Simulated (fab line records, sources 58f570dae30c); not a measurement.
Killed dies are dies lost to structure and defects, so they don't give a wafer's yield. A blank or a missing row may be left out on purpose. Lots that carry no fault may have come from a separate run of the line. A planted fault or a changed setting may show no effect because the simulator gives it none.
Split-lot study	flow berkeley cmos170	23 wafers read across 5 lots, on a route 331 steps long

ABOUT THE SPLIT
At UCB170_NVT_COAT_01 (resist thk 900 nm), the setting spin rpm was moved away from the recipe's 1500 rpm on 6 of the 23 wafers read, by -6.8% to -4.8%. This setting was run at the recipe's value on the other wafers.

Reading taken at the split's own step.

THE READING
KrF_of_NVT_COAT_01.thk nm (the simulator's own value, which no gauge read), in nm, at UCB170_NVT_COAT_01 (resist thk 900 nm). No usual value for it is given in the file. Here, 17 wafers ran the recipe; their average is 900.1 nm with a standard deviation of 2 nm.

wafer	tool, chamber at the split	spin rpm as run, rpm	against the recipe	KrF_of_NVT_COAT_01.thk nm, nm	against lot-mates on the recipe
L074.1	litho track-04, 0	1500	recipe	904.1	-
L074.2	litho track-04, 0	1500	recipe	903.9	-
L074.4	litho track-04, 0	1428	-4.8%	922.5	+18.9
L074.5	litho track-04, 0	1428	-4.8%	926.1	+22.5
L074.6	litho track-04, 0	1500	recipe	902.9	-
L075.1	litho track-04, 0	1398	-6.8%	928.5	+28.2
L075.2	litho track-04, 0	1500	recipe	900.4	-
L075.4	litho track-04, 0	1500	recipe	900.3	-
L075.5	litho track-04, 0	1500	recipe	900.1	-
L075.6	litho track-04, 0	1398	-6.8%	931.6	+31.3
L077.1	litho track-04, 0	1500	recipe	899.2	-
L077.2	litho track-04, 0	1500	recipe	899.7	-
L077.3	litho track-04, 0	1500	recipe	897.3	-
L077.4	litho track-04, 0	1500	recipe	897.5	-
L077.5	litho track-04, 0	1500	recipe	899.1	-
L079.2	litho track-01, 0	1423	-5.1%	922.2	+23.2
L079.3	litho track-01, 0	1423	-5.1%	923.5	+24.5
L079.4	litho track-01, 0	1500	recipe	897.8	-
L079.5	litho track-01, 0	1500	recipe	898.3	-
L079.6	litho track-01, 0	1500	recipe	901	-
L078.1	litho track-02, 0	1500	recipe	900.6	-
L078.3	litho track-02, 0	1500	recipe	899.4	-
L078.6	litho track-02, 0	1500	recipe	900.7	-

THE FIT
A straight line over all 23 wafers: KrF_of_NVT_COAT_01.thk nm changes by -4.55 nm for each +1% of spin rpm; r = -0.98; the points scatter about the line by 2.1 nm.
The same after taking each lot's own level away (the mean of its wafers on the recipe; 23 wafers): -4.43 nm for each +1%; r = -1.00; scatter 1.2 nm.
According to that fit, moving spin rpm by its largest amount changes the reading by 30 nm.
From 898.56 to 903.63 nm: that is the span of the lots' own levels, equal to 2.6 times the standard deviation above.
So the lot-to-lot level changes the slope little: the two slopes agree.
Check: +30.8 nm against its lot-mates is what the line predicts for one of the wafers moved furthest among these (-6.8%) when that wafer is left out of the fit. Against them it came out at +28.2 nm.

OTHER SPLITS APPLIED TO THESE WAFERS
Before the reading, these wafers also passed through other splits. Each is held against what the fit with the lots' levels taken away leaves over:
other split on the same wafers	wafers away from the commonest value	r with KrF_of_NVT_COAT_01.thk nm (lot level and that fit taken away)
UCB170_NWELL_CVD_04 time s	15	-0.03
UCB170_NWELL_ETCH_13 over etch frac	8	+0.04
UCB170_PWELL_IMPLANT_15 energy kev	7	-0.11
UCB170_WELLDRIVE_OXIDATION_01 ox time s	10	+0.08
UCB170_ACTIVE_STRIP_16 power w	5	-0.18

THE WHOLE CHAIN: every reading that the file lists as answering this split, in the file's order
step	what it does	reading	change (the file's fit)	r (the file's)
UCB170_NVT_COAT_01	resist thk 900 nm	KrF_of_NVT_COAT_01.thk nm (the simulator's own value, which no gauge read)	-4.43 nm for each +1% of the setting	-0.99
UCB170_NVT_STRIP_08	strips in O2	strip time to endpoint s	withheld for each +1% of the setting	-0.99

THE FILE'S OWN FIT
KrF_of_NVT_COAT_01.thk nm changes by -4.43 nm for each +1% of spin rpm, r = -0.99.
